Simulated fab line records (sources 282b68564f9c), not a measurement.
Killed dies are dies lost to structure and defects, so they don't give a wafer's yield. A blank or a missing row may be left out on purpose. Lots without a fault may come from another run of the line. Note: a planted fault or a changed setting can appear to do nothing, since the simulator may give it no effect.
fab line records	flow ritCmos
record lots=5	wafers=15	lastDay=7
route steps=202 shown GATE@77 FOX2@80 M1@202
lots with no fault: from the same line, run without faults
startH: the number of hours between the record's first day and the start of the first shown wafer of the lot	waitH: hours since the lot's step before	" identical to the entry in the row above	L1.1+2: a single row standing in for several wafers	- no value, or no start given	* or withheld: withheld	< > ~ a bound
route shown NAME@n: a module of which the file shows steps, and the number in the route of the first	usual: mean/standard deviation of fault-free wafers	same: alike in all rows	chamber/n: place in a boat	sites: each site's reading	_std_site: standard deviation of those values	_edge_site: outer sites' mean less inner sites'	radiusMm: for every site, how far away it sits from the centre of the wafer	mask NAME#n: copy n	behind: the last tool/chamber to shape the wafer	hold: reason for holding the lot/hours on hold/outcome of the hold	device: the n, p or np transistor that did not switch	end of line: the tests these same wafers got at the end of their route	step lacking rows: just its recipe	killed: dies lost to structure and defects at the first sort, not the wafer's yield	map: a wafer's dies, marking killed ones x, the rest . and places with no die _
set.NAME: setting as actually run; set.NAME@STEP: the setting as run at that earlier step	model.NAME: the simulator's own value behind a step, which no gauge read
lots seen at some steps along the route; tables by step, rows by wafer
services: from which hour (startH, from the record's first day; less than 0 if before it) a tool's chamber was out of use, for how many hours, and why
## steps
# step RIT_GATE_CLEAN_02
# recipe chemistry=dHF	dilution=50:1	timeS=30
# step RIT_GATE_CLEAN_03
# recipe chemistry=SC2	mix=3:3:50	timeS=600	tempC=75	dry=n2Spin
# step RIT_GATE_CLEAN_04
# recipe chemistry=dHF	dilution=50:1	timeS=60	dry=n2Spin
# step RIT_FOX2_THK_MEAS_91
# recipe reads=SiO2_of_FOX2_OXIDATION_00
# usual FIELD_OXIDE_LEFT_2_THK=241/7
lot.wafer	tool	chamber	startH	waitH	FIELD_OXIDE_LEFT_2_THK[nm]
L749.1	filmMetro-02	-	39.73	0.0	246
L749.3	"	-	"	"	250
L749.5	"	-	"	"	254
L761.1	filmMetro-03	-	113.00	0.0	241
L761.2	"	-	"	"	242
L761.4	"	-	"	"	241
L763.1	filmMetro-03	-	118.94	0.0	243
L763.3	"	-	"	"	233
L763.5	"	-	"	"	242
L765.1	filmMetro-02	-	124.59	0.0	237
L765.4	"	-	"	"	233
L765.5	"	-	"	"	239
L768.1	filmMetro-03	-	140.03	0.0	233
L768.5	"	-	"	"	240
L768.6	"	-	"	"	234
# step RIT_GATE_OXIDATION_05
# recipe tempC=900	ambient=O2	targetThkA=30	oxTimeS=270
# step RIT_GATE_ANNEAL_06
# recipe tempC=900	timeS=600	ambient=N2O
# step RIT_GATE_THK_MEAS_07
# recipe reads=SiO2_of_GATE_OXIDATION_05
# usual GATE_OXIDE_THK=3.01/0.062
lot.wafer	tool	chamber	startH	waitH	GATE_OXIDE_THK[nm]
L749.1	filmMetro-03	-	43.51	0.0	3.04
L749.3	"	-	"	"	3.10
L749.5	"	-	"	"	3.04
L761.1	filmMetro-01	-	122.05	0.0	3.08
L761.2	"	-	"	"	3.14
L761.4	"	-	"	"	3.09
L763.1	filmMetro-02	-	123.97	0.0	3.04
L763.3	"	-	"	"	2.93
L763.5	"	-	"	"	3.03
L765.1	filmMetro-02	-	126.22	0.0	3.06
L765.4	"	-	"	"	3.06
L765.5	"	-	"	"	3.00
L768.1	filmMetro-01	-	142.85	0.0	2.96
L768.5	"	-	"	"	2.94
L768.6	"	-	"	"	3.02
# step RIT_GATE_CVD_08
# recipe material=poly-Si	targetThkNm=250	tempC=610	precursor=SiH4	timeS=2220	pressureMtorr=314.8	sih4FlowSccm=100
# step RIT_GATE_THK_MEAS_09
# recipe reads=poly-Si_of_GATE_CVD_08
# usual GATE_POLY_THK=256.3/2.4
lot.wafer	tool	chamber	startH	waitH	GATE_POLY_THK[nm]
L749.1	filmMetro-03	-	46.26	0.0	253.9
L749.3	"	-	"	"	252.8
L749.5	"	-	"	"	254.0
L761.1	filmMetro-01	-	123.72	0.0	254.9
L761.2	"	-	"	"	257.8
L761.4	"	-	"	"	258.5
L763.1	filmMetro-02	-	127.65	0.0	257.2
L763.3	"	-	"	"	257.3
L763.5	"	-	"	"	257.7
L765.1	filmMetro-02	-	131.18	0.0	256.9
L765.4	"	-	"	"	256.0
L765.5	"	-	"	"	255.1
L768.1	filmMetro-01	-	146.62	0.0	254.0
L768.5	"	-	"	"	254.2
L768.6	"	-	"	"	254.3
# step RIT_GATE_HMDS_10
# recipe primeTimeS=60	primeTempC=140
# step RIT_GATE_COAT_11
# recipe resist=NOVOLAK	spinRpm=4250	resistThkNm=850
# step RIT_GATE_SOFTBAKE_12
# recipe resist=NOVOLAK	tempC=90	timeS=60
# step RIT_GATE_EXPOSE_13
# recipe maskId=M6	na=0.6	sourceShape=conventional	sigmaOuter=0.6	targetCdNm=150	doseMj=380
# usual stageVelMmS=500.01/0.24
lot.wafer	tool	chamber	startH	waitH	mask	stageVelMmS
L749.1	ilineStepper-02	0	46.80	0.1	M6#0	500.05
L749.3	"	0	"	"	M6#0	499.83
L749.5	"	0	"	"	M6#0	499.85
L761.1	ilineStepper-01	0	124.72	0.5	M6_R1#0	500.02
L761.2	"	0	"	"	M6_R1#0	499.87
L761.4	"	0	"	"	M6_R1#0	499.66
L763.1	ilineStepper-01	0	128.16	0.1	M6#0	500.11
L763.3	"	0	"	"	M6#0	500.09
L763.5	"	0	"	"	M6#0	500.11
L765.1	ilineStepper-02	0	131.82	0.2	M6#0	500.36
L765.4	"	0	"	"	M6#0	499.93
L765.5	"	0	"	"	M6#0	499.96
L768.1	ilineStepper-01	0	147.26	0.2	M6#0	499.57
L768.5	"	0	"	"	M6#0	499.61
L768.6	"	0	"	"	M6#0	499.33
# step RIT_GATE_PEB_14
# recipe resist=NOVOLAK	tempC=withheld	timeS=withheld
# step RIT_GATE_DEVELOP_15
# recipe resist=NOVOLAK	developTimeS=52.04	devTempC=23
lot.wafer	tool	chamber	startH	waitH	model.GATE.cdNm
L749.1	lithoTrack-02	0	-	-	151.6
L749.3	"	0	"	"	151.3
L749.5	"	0	"	"	150.5
L761.1+2	lithoTrack-02	0	-	-	128
L761.4	"	0	"	"	126.8
L763.1	lithoTrack-04	0	-	-	148.5
L763.3	"	0	"	"	152.2
L763.5	"	0	"	"	149.9
L765.1	lithoTrack-02	0	-	-	151.4
L765.4	"	0	"	"	151.2
L765.5	"	0	"	"	152
L768.1	lithoTrack-04	0	-	-	152.3
L768.5	"	0	"	"	151.8
L768.6	"	0	"	"	150.6
# step RIT_GATE_CD_MEAS_16
# recipe targetCdNm=150
# usual cdNm=149.9/2.2
lot.wafer	tool	chamber	startH	waitH	cdNm
L749.1	cdSem-02	-	47.20	-	151.5
L749.3	"	-	"	"	151.5
L749.5	"	-	"	"	150.4
L761.1	cdSem-01	-	125.13	-	128.1
L761.2	"	-	"	"	127.8
L761.4	"	-	"	"	126.8
L763.1	cdSem-02	-	128.56	-	148.7
L763.3	"	-	"	"	152.3
L763.5	"	-	"	"	149.8
L765.1	cdSem-01	-	132.38	-	151.5
L765.4	"	-	"	"	151.3
L765.5	"	-	"	"	151.9
L768.1	cdSem-02	-	147.66	-	152.2
L768.5	"	-	"	"	151.9
L768.6	"	-	"	"	150.6
# step RIT_GATE_OVL_MEAS_17
# usual GATE_OVL=0.8/1.4
lot.wafer	tool	chamber	startH	waitH	GATE_OVL[nm]
L749.1	overlay-02	-	47.32	0.1	0.8
L749.3	"	-	"	"	1.2
L749.5	"	-	"	"	2.9
L761.1	overlay-02	-	125.25	0.1	1.3
L761.2	"	-	"	"	0.9
L761.4	"	-	"	"	2.7
L763.1	overlay-01	-	128.68	0.1	-0.2
L763.3	"	-	"	"	1.3
L763.5	"	-	"	"	2.5
L765.1	overlay-02	-	132.50	0.1	1.0
L765.4	"	-	"	"	1.1
L765.5	"	-	"	"	-0.7
L768.1	overlay-01	-	147.78	0.1	0.0
L768.5	"	-	"	"	-0.1
L768.6	"	-	"	"	1.5
# step RIT_GATE_HARDBAKE_18
# recipe resist=NOVOLAK	tempC=140	timeS=60
# step RIT_GATE_ETCH_19
# recipe chemistry=SF6/CHF3/O2	timeS=165	SF6_flow_sccm=30	CHF3_flow_sccm=30	O2_flow_sccm=5	target=poly-Si	pressureMtorr=40	rfW=160	targetDepthA=3125	overEtchFrac=0.25	stopOn=SiO2
# usual CHF3_flow_sccm=30.01/0.092	drypumpMotorCurrentA=5.3/0.31	oesProductAu=0.870/0.016	throttleValvePct=10.19/0.13
lot.wafer	tool	chamber	startH	waitH	CHF3_flow_sccm	drypumpMotorCurrentA	oesProductAu	rfHoursCounterH	throttleValvePct	model.GATE.cdNm
L749.1	rieSi-02	0	47.50	0.1	30.00	5.6	0.862	97	10.14	151.5
L749.3	"	1	"	"	29.99	4.8	0.852	135	10.37	151.2
L749.5	"	3	"	"	29.98	5.7	0.883	-	10.16	150.4
L761.1	rieSi-01	1	125.43	0.1	29.95	5.2	0.852	68	10.04	128
L761.2	"	2	"	"	30.05	5.1	0.883	143	10.24	127.9
L761.4	"	3	"	"	29.98	4.9	0.889	47	10.09	126.8
L763.1	rieSi-02	1	128.87	0.1	30.02	4.9	0.853	136	10.36	148.5
L763.3	"	0	"	"	30.04	5.6	0.867	97	10.14	152.3
L763.5	"	0	"	"	29.95	5.6	0.870	-	10.14	149.9
L765.1	rieSi-01	0	132.68	0.1	30.06	5.4	0.860	42	10.41	151.5
L765.4	"	3	"	"	30.03	4.9	0.895	47	10.08	151.2
L765.5	"	2	"	"	29.85	5.1	0.880	-	10.25	152
L768.1	rieSi-01	0	147.96	0.1	29.95	5.5	0.850	42	10.41	152.5
L768.5	"	0	"	"	30.05	5.5	0.848	-	10.40	152.1
L768.6	"	1	"	"	29.89	5.2	0.854	-	10.06	150.7
# step RIT_GATE_STRIP_20
# recipe chemistry=O2	timeS=180	resist=NOVOLAK	platenTempC=withheld	powerW=500	pressureMtorr=4000	o2FlowSccm=4000
# usual drypumpMotorCurrentA=5.8/0.7
lot.wafer	tool	chamber	startH	waitH	drypumpMotorCurrentA	rfHoursCounterH
L749.1	plasmaAsher-04	1	47.61	0.1	6.6	37
L749.3	"	0	"	"	6.7	-
L749.5	"	0	"	"	6.8	-
L761.1	plasmaAsher-01	0	125.54	0.1	5.5	1
L761.2	"	1	"	"	5.3	1
L761.4	"	0	"	"	5.5	-
L763.1	plasmaAsher-01	0	128.98	0.1	5.5	1
L763.3	"	0	"	"	5.5	-
L763.5	"	0	"	"	5.5	-
L765.1	plasmaAsher-03	0	132.79	0.1	6.4	33
L765.4	"	0	"	"	6.4	-
L765.5	"	0	"	"	6.4	-
L768.1	plasmaAsher-01	1	148.07	0.1	5.3	4
L768.5	"	1	"	"	5.3	-
L768.6	"	0	"	"	5.5	-
# step RIT_M1_PROBE_99
# usual killedAtContacts=0.1/0.29	killedAtFrontEnd=7/3.1	killedDies=7/3.1	killedOpen=3.4/1.9	killedShort=3.6/2.1
# same grossDies=264	killed_at_M0_to_M3=0	killed_at_M4_up=0	killedAtBackSide=0	killedAtOther=0
lot.wafer	tool	chamber	startH	waitH	killedAtContacts	killedAtFrontEnd	killedDies	killedOpen	killedShort	model.etest.pmos_0p3.rOnOhmUm	model.etest.pmos_0p15.rOnOhmUm	model.etest.pmosTurned.rOnOhmUm	model.etest.nmos_0p15.rOnOhmUm	model.etest.nmos_0p3.rOnOhmUm	model.etest.nmos_0p15.driveUaUm	model.etest.pmos_0p15.driveUaUm	model.etest.nmosTurned.driveUaUm
L749.1	prober-02	-	71.53	0.1	0	13	13	7	6	6340	2814	3463	1143	2174	463.2	250.2	327.9
L749.3	prober-02	-	71.63	0.2	0	2	2	1	1	6347	2802	3500	1150	2192	462.2	248.9	325.7
L749.5	prober-02	-	71.73	0.2	0	7	7	4	3	6262	2748	3416	1123	2162	469.4	254.1	329.6
L761.1	prober-01	-	149.16	0.1	1	54	55	6	2	5853	2302	3019	951.8	2002	587.5	316.8	382.8
L761.2	prober-01	-	149.21	0.1	0	54	54	4	2	5844	2330	3058	971.2	2010	576.7	314.7	366.1
L761.4	prober-01	-	149.31	0.2	0	82	82	4	6	5916	2310	3026	961.1	2011	589.9	319.4	378.5
L763.1	prober-02	-	155.02	0.1	0	8	8	5	3	6247	2692	3382	1130	2179	459.6	262.2	307.5
L763.3	prober-02	-	155.12	0.2	0	3	3	0	3	6328	2791	3527	1148	2191	451.9	250	297.8
L763.5	prober-02	-	155.22	0.2	0	11	11	6	5	6305	2740	3452	1138	2179	457.3	257.3	297.9
L765.1	prober-01	-	156.90	0.1	0	8	8	4	4	6486	2937	3666	1157	2160	472.1	244.2	321.7
L765.4	prober-01	-	157.05	0.2	0	11	11	5	6	6487	2858	3595	1134	2149	472.8	243	325.6
L765.5	prober-01	-	157.10	0.2	0	12	12	7	5	6351	2904	3617	1151	2139	469.9	245.9	326.4
L768.1	prober-02	-	169.74	0.1	0	4	4	3	1	6071	2691	3325	1138	2127	460.6	263.4	331.8
L768.5	prober-02	-	169.94	0.2	0	5	5	3	2	6047	2664	3300	1105	2084	477.6	267.5	331.4
L768.6	prober-02	-	169.99	0.2	0	6	6	4	2	6181	2707	3338	1139	2138	470.3	261.2	327
# killed by level:class
L749.1 FOX2:geometricParticle:open=3 FOX2:geometricParticle:short=3 GATE:geometricParticle:open=3 SILICIDE:geometricParticle:short=2 GATE:geometricParticle:short=1 REOX:geometricParticle:open=1
L749.3 GATE:geometricParticle:open=1 SILICIDE:geometricParticle:short=1
L749.5 FOX2:geometricParticle:open=3 FOX2:geometricParticle:short=1 REOX:geometricParticle:open=1 SPACER:geometricParticle:short=1 SILICIDE:geometricParticle:short=1
L761.1 GATE:areaExpose=47 FOX1:geometricParticle:open=2 SPACER:geometricParticle:open=2 FOX2:geometricParticle:open=1 SPACER:geometricParticle:short=1 SILICIDE:geometricParticle:open=1 CONTACT:geometricParticle:short=1
L761.2 GATE:areaExpose=47 REOX:geometricParticle:open=2 FOX2:geometricParticle:short=1 GATE:geometricParticle:short=1 SPACER:geometricParticle:open=1 SILICIDE:geometricParticle:open=1 NRETRO:coatMicrobubblePrinted=1
L761.4 GATE:areaExpose=72 GATE:geometricParticle:short=3 FOX2:geometricParticle:short=2 FOX2:geometricParticle:open=1 GATE:geometricParticle:open=1 REOX:geometricParticle:open=1 SPACER:geometricParticle:short=1 SPACER:geometricParticle:open=1
L763.1 FOX1:geometricParticle:open=2 GATE:geometricParticle:open=2 FOX1:geometricParticle:short=1 FOX2:geometricParticle:short=1 REOX:geometricParticle:open=1 SPACER:geometricParticle:short=1
L763.3 FOX1:geometricParticle:short=1 GATE:geometricParticle:short=1 SPACER:geometricParticle:short=1
L763.5 GATE:geometricParticle:open=5 GATE:geometricParticle:short=3 FOX1:geometricParticle:short=2 FOX1:geometricParticle:open=1
L765.1 GATE:geometricParticle:short=2 REOX:geometricParticle:open=2 FOX1:geometricParticle:short=1 FOX1:geometricParticle:open=1 SPACER:geometricParticle:short=1 SPACER:geometricParticle:open=1
L765.4 GATE:geometricParticle:open=3 FOX1:geometricParticle:short=2 SPACER:geometricParticle:short=2 FOX2:geometricParticle:short=1 FOX2:geometricParticle:open=1 GATE:geometricParticle:short=1 SPACER:geometricParticle:open=1
L765.5 SPACER:geometricParticle:open=4 FOX1:geometricParticle:short=2 GATE:geometricParticle:open=1 GATE:geometricParticle:short=1 REOX:geometricParticle:open=1 REOX:geometricParticle:short=1 SPACER:geometricParticle:short=1 SILICIDE:geometricParticle:open=1
L768.1 FOX2:geometricParticle:open=2 FOX2:geometricParticle:short=1 SILICIDE:geometricParticle:open=1
L768.5 SPACER:geometricParticle:open=2 GATE:geometricParticle:open=1 GATE:geometricParticle:short=1 REOX:geometricParticle:short=1
L768.6 FOX2:geometricParticle:open=2 FOX1:geometricParticle:open=1 FOX2:geometricParticle:short=1 SILICIDE:geometricParticle:short=1 SILICIDE:geometricParticle:open=1
# map L761.4 (x killed, . not)
________..x.x.._______
_____.......xx....____
____........xxx..xx___
___.......x....x....__
__..x..x.xxx.x.xxx..._
__...xx.xxxxxxx.xx..._
_......xxx.xxxxxx.xx..
_..x.....x.x.xxxxxx...
_......xx.xx.x.x.xxx..
_.....x..x.x..x.xx....
__....xx.xxxxxxx.x..x_
__..................._
___...........x....x__
____....x.....x....___
_____..x..........____
________......._______
# map L768.6 (x killed, . not)
________......._______
_____.............____
____...............___
___.................__
__..................._
__..................._
_.....................
_.....................
_...x................x
_...........x.........
__..........x......x._
__..................._
___.................__
____...............___
_____...........x.____
________......._______
## services
tool	chamber	startH	hours	kind
rieSi-02	0	73.21	3.7	repair
rieSi-02	0	82.46	1.1	repair
plasmaAsher-01	-	108.75	9.0	pm
plasmaAsher-01	0	108.75	9.0	ventCycle
plasmaAsher-01	1	108.75	9.0	ventCycle
plasmaAsher-01	0	117.75	-	clean
plasmaAsher-01	1	117.75	-	clean
ilineStepper-01	-	119.14	1.7	pm
plasmaAsher-04	-	121.84	3.7	pm
ilineStepper-02	0	132.60	-	calibration
ilineStepper-01	0	135.13	-	calibration
rieSi-01	2	140.87	-	clean
rieSi-01	2	140.87	34.3	scheduledDown
rieSi-01	2	140.87	34.3	ventCycle
## key
firstSign step=RIT_GATE_EXPOSE_13	reading=mask	direction=changed
effect step=RIT_GATE_CD_MEAS_16	reading=cdNm	direction=down	sigmas=10	usual=149.9	struck=127.6
effect step=RIT_M1_PROBE_99	reading=killedAtFrontEnd	direction=up	sigmas=18	usual=7	struck=63
modelEffect step=RIT_GATE_DEVELOP_15	value=GATE.cdNm	without=149.6	struck=127.6
modelEffect step=RIT_GATE_ETCH_19	value=GATE.cdNm	without=149.6	struck=127.6
modelEffect step=RIT_M1_PROBE_99	value=etest.pmos_0p3.rOnOhmUm	without=6390	struck=5871
moreKillsBornAt RIT_GATE_EXPOSE_13@ilineStepper-01=166
metAt RIT_GATE_EXPOSE_13
struckWafers L761.1,L761.2,L761.4
testerLeftOut L761
fault kind=wrongMask	tool=any	chamber=-	onsetH=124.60	steps=RIT_GATE_EXPOSE_13	auxCopy=M6_R1#0	cdOffsetNm=-22	scope=struckLotsOnly
# testerLeftOut: of these lots the tester's yield and bins aren't shown, on N5 and GAA mostly nor the transistor test; their killed dies are dies lost to structure and defects alone, not to doping, threshold or leakage, so they don't give the yield
